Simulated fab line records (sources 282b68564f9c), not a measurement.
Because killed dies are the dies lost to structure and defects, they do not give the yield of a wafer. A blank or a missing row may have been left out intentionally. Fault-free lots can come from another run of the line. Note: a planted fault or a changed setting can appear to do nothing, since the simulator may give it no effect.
fab line records    flow rit-cmos
record: lots: 13  wafers: 39  last-day: 7
route steps=202 shown GATE@91 M1@202
lots that met no fault: taken from a fault-free run of the same line
start-h: hours from the record's opening day to when the first of the lot's shown wafers began    wait-h: hours elapsed since this lot's preceding step    " same as the row above    L1.1+2: a row that stands for several wafers    - value missing, or start not given    * or withheld: withheld    < > ~ a bound
route shown NAME@n: NAME is a module with steps in the file, n the number in the route of the first one    usual: mean/standard deviation of fault-free wafers    same: alike in all rows    chamber/n: place in a boat    sites: readings site by site    _std_site: standard deviation of those values    _edge_site: the outer-site mean with the inner-site mean subtracted    radius-mm: for every site, how far away it sits from the centre of the wafer    mask NAME#n: copy n    behind: the most recent tool/chamber to have shaped the wafer    hold: why the lot went on hold/how many hours it stayed there/how the hold came to an end    device: transistor that didn't switch, given as n, p or np    end of line: the same wafers' tests at the end of the route    for a step that has no rows: nothing shown but its recipe    killed: dies lost to structure and defects at the first sort, not the wafer's yield    map: shows each die of a wafer: x if killed, . if not, _ if none is there
set.NAME: the setting the step ran with; set.NAME@STEP: the setting that earlier step ran with    model.NAME: the simulator's own value behind a step, which no gauge read
the route's steps for a sample of lots (tables are steps, rows are wafers)
== steps ==
step: RIT_GATE_DEVELOP_15
recipe: resist: NOVOLAK  develop-time-s: 50  dev-temp-c: 23
usual: chill-plate-temp-C: 22.98/0.11
lot.wafer  tool            chamber  start-h  wait-h  chill-plate-temp-C
L212.2     litho-track-03  0        46       -       23.09
L212.3     "               0        "        "       23.17
L212.4     "               0        "        "       23.16
L213.2     litho-track-04  0        51       -       22.89
L213.3     "               0        "        "       23.02
L213.5     "               0        "        "       22.85
L214.4     litho-track-02  0        68       -       23.00
L214.5     "               0        "        "       22.86
L214.6     "               0        69       -       23.03
L217.4     litho-track-04  0        81       -       23.06
L217.5     "               0        "        "       23.03
L217.6     "               0        "        "       22.90
L219.1     litho-track-02  0        100      -       22.95
L219.3     "               0        "        "       23.15
L219.4     "               0        "        "       23.12
L220.1     litho-track-04  0        100      -       23.00
L220.3     "               0        "        "       23.01
L220.4     "               0        "        "       22.97
L223.2     litho-track-04  0        110      -       22.93
L223.4     "               0        "        "       22.84
L223.6     "               0        "        "       22.92
L225.2     litho-track-03  0        117      -       22.87
L225.3     "               0        "        "       23.08
L225.4     "               0        "        "       23.07
L226.1     litho-track-02  0        121      -       23.08
L226.3     "               0        "        "       23.09
L226.5     "               0        "        "       23.07
L229.1     litho-track-02  0        130      -       22.82
L229.5     "               0        "        "       22.83
L229.6     "               0        "        "       22.94
L231.1     litho-track-03  0        134      -       22.96
L231.3     "               0        "        "       22.69
L231.6     "               0        "        "       22.88
L233.1     litho-track-02  0        145      -       23.05
L233.3     "               0        146      -       22.84
L233.5     "               0        "        "       22.84
L234.2     litho-track-03  0        148      -       22.94
L234.4     "               0        "        "       23.02
L234.6     "               0        "        "       22.90
step: RIT_M1_PROBE_99
usual: killed-at-contacts: 0.1/0.23  killed-at-front-end: 6.7/2.9  killed-dies: 6.8/2.9  killed-on-rim: 1.9/1.4  killed-open: 3.5/2.1  killed-short: 3.2/1.9
same: gross-dies: 264  killed_at_M0_to_M3: 0  killed_at_M4_up: 0  killed-at-back-side: 0  killed-at-other: 0
lot.wafer  tool       chamber  start-h  wait-h  killed-at-contacts  killed-at-front-end  killed-dies  killed-on-rim  killed-open  killed-short
L212.2     prober-01  -        68.49    0.1     0                   10                   10           6              5            5
L212.3     prober-01  -        68.54    0.2     0                   7                    7            1              3            4
L212.4     prober-01  -        68.59    0.2     0                   4                    4            2              3            1
L217.4     prober-02  -        106.93   0.2     0                   264                  264          70             3            1
L217.5     prober-02  -        106.98   0.2     0                   264                  264          70             2            5
L217.6     prober-02  -        107.03   0.2     0                   264                  264          70             5            4
L220.1     prober-01  -        128.03   0.1     0                   264                  264          70             5            2
L220.3     prober-01  -        128.13   0.2     1                   263                  264          70             9            1
L220.4     prober-01  -        128.18   0.2     0                   264                  264          70             2            5
L223.2     prober-02  -        135.92   0.1     1                   263                  264          70             4            2
L223.4     prober-02  -        136.02   0.2     0                   264                  264          70             5            2
L223.6     prober-02  -        136.12   0.2     0                   264                  264          70             4            2
L225.2     prober-01  -        139.94   0.1     0                   10                   10           3              7            3
L225.3     prober-01  -        139.99   0.2     0                   8                    8            2              4            4
L225.4     prober-01  -        140.04   0.2     1                   4                    5            1              5            0
L226.1     prober-01  -        143.18   0.1     0                   6                    6            1              3            3
L226.3     prober-01  -        143.28   0.2     0                   7                    7            1              2            5
L226.5     prober-01  -        143.38   0.2     0                   4                    4            2              1            3
L231.1     prober-01  -        156.77   0.1     0                   10                   10           3              4            6
L231.3     prober-01  -        156.87   0.2     0                   10                   10           4              3            7
L231.6     prober-01  -        157.02   0.2     0                   4                    4            0              3            1
killed by level:class
L212.2 GATE:geometric-particle:open=3 GATE:geometric-particle:short=2 REOX:geometric-particle:short=2 FOX1:geometric-particle:short=1 FOX1:geometric-particle:open=1 SPACER:geometric-particle:open=1
L212.3 REOX:geometric-particle:short=2 FOX1:geometric-particle:open=1 FOX2:geometric-particle:short=1 GATE:geometric-particle:open=1 GATE:geometric-particle:short=1 REOX:geometric-particle:open=1
L212.4 SPACER:geometric-particle:open=2 GATE:geometric-particle:short=1 REOX:geometric-particle:open=1
L217.4 GATE:area-develop=260 SPACER:geometric-particle:open=2 GATE:geometric-particle:open=1 REOX:geometric-particle:short=1
L217.5 GATE:area-develop=257 REOX:geometric-particle:short=2 FOX1:geometric-particle:short=1 FOX1:geometric-particle:open=1 GATE:geometric-particle:short=1 SPACER:geometric-particle:open=1 SILICIDE:geometric-particle:short=1
L217.6 GATE:area-develop=255 GATE:geometric-particle:short=2 SPACER:geometric-particle:open=2 FOX1:geometric-particle:short=1 GATE:geometric-particle:open=1 REOX:geometric-particle:open=1 SPACER:geometric-particle:short=1 SILICIDE:geometric-particle:open=1
L220.1 GATE:area-develop=257 SPACER:geometric-particle:open=2 FOX2:geometric-particle:open=1 GATE:geometric-particle:short=1 REOX:geometric-particle:open=1 REOX:geometric-particle:short=1 SILICIDE:geometric-particle:open=1
L220.3 GATE:area-develop=254 SILICIDE:geometric-particle:open=3 GATE:geometric-particle:open=2 REOX:geometric-particle:open=2 FOX1:geometric-particle:open=1 GATE:geometric-particle:short=1 CONTACT:geometric-particle:open=1
L220.4 GATE:area-develop=257 GATE:geometric-particle:short=3 FOX1:geometric-particle:short=1 FOX2:geometric-particle:short=1 GATE:geometric-particle:open=1 REOX:geometric-particle:open=1
L223.2 GATE:area-develop=258 SILICIDE:geometric-particle:open=3 GATE:geometric-particle:open=1 SILICIDE:geometric-particle:short=1 CONTACT:geometric-particle:short=1
L223.4 GATE:area-develop=257 FOX2:geometric-particle:open=2 GATE:geometric-particle:short=1 REOX:geometric-particle:open=1 SPACER:geometric-particle:open=1 SILICIDE:geometric-particle:open=1 SILICIDE:geometric-particle:short=1
L223.6 GATE:area-develop=258 SPACER:geometric-particle:open=3 FOX1:geometric-particle:open=1 FOX2:geometric-particle:short=1 SILICIDE:geometric-particle:short=1
L225.2 REOX:geometric-particle:open=3 GATE:geometric-particle:open=2 FOX1:geometric-particle:short=1 FOX2:geometric-particle:open=1 GATE:geometric-particle:short=1 SILICIDE:geometric-particle:short=1 SILICIDE:geometric-particle:open=1
L225.3 SILICIDE:geometric-particle:short=2 SILICIDE:geometric-particle:open=2 FOX1:geometric-particle:open=1 GATE:geometric-particle:short=1 GATE:geometric-particle:open=1 SPACER:geometric-particle:short=1
L225.4 GATE:geometric-particle:open=4 CONTACT:geometric-particle:open=1
L226.1 GATE:geometric-particle:open=2 FOX1:geometric-particle:short=1 GATE:geometric-particle:short=1 REOX:geometric-particle:open=1 SILICIDE:geometric-particle:short=1
L226.3 GATE:geometric-particle:open=2 REOX:geometric-particle:short=2 ACTIVE:geometric-particle:short=1 FOX1:geometric-particle:short=1 GATE:geometric-particle:short=1
L226.5 FOX1:geometric-particle:open=1 GATE:geometric-particle:short=1 REOX:geometric-particle:short=1 SPACER:geometric-particle:short=1
L231.1 GATE:geometric-particle:short=3 REOX:geometric-particle:open=2 SPACER:geometric-particle:short=2 FOX2:geometric-particle:short=1 GATE:geometric-particle:open=1 SPACER:geometric-particle:open=1
L231.3 GATE:geometric-particle:short=4 GATE:geometric-particle:open=2 REOX:geometric-particle:short=2 FOX1:geometric-particle:short=1 FOX1:geometric-particle:open=1
L231.6 FOX1:geometric-particle:open=1 FOX2:geometric-particle:short=1 SPACER:geometric-particle:open=1 SILICIDE:geometric-particle:open=1
== key ==
first-sign: step: RIT_M1_PROBE_99  reading: killed-at-front-end  direction: up  sigmas: 88  usual: 6.7  struck: 263.8
effect: step: RIT_M1_PROBE_99  reading: killed-dies  direction: up  sigmas: 87  usual: 6.8  struck: 264
more-kills-born-at: RIT_GATE_DEVELOP_15@litho-track-04: 2313
met-at RIT_GATE_DEVELOP_15
struck-lots L217,L220,L223
later-rows-left-out L217.4,L217.5,L217.6,L220.1,L220.3,L220.4,L223.2,L223.4,L223.6
tester-left-out L217,L220,L223
loop-trim: step: RIT_GATE_EXPOSE_13  setting: dose  lots: L223
onset-between 51 81
fault: kind: process-parameter-drift  tool: litho-track-04  chamber: -  onset-h: 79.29  steps: RIT_GATE_DEVELOP_15  channel: develop-time-s  offset: *  shape: step  end-h: 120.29  acts-in: *  stated: *
tester-left-out: of these lots the tester's yield and bins aren't shown, on N5 and GAA mostly nor the transistor test; their killed dies are dies lost to structure and defects alone, not to doping, threshold or leakage, so they don't give the yield
later-rows-left-out: the simulator's readings of these wafers behind a module that went badly wrong aren't trusted and aren't shown, but for the sort
loop-trim: a control loop set the setting to another value than it would have without faults
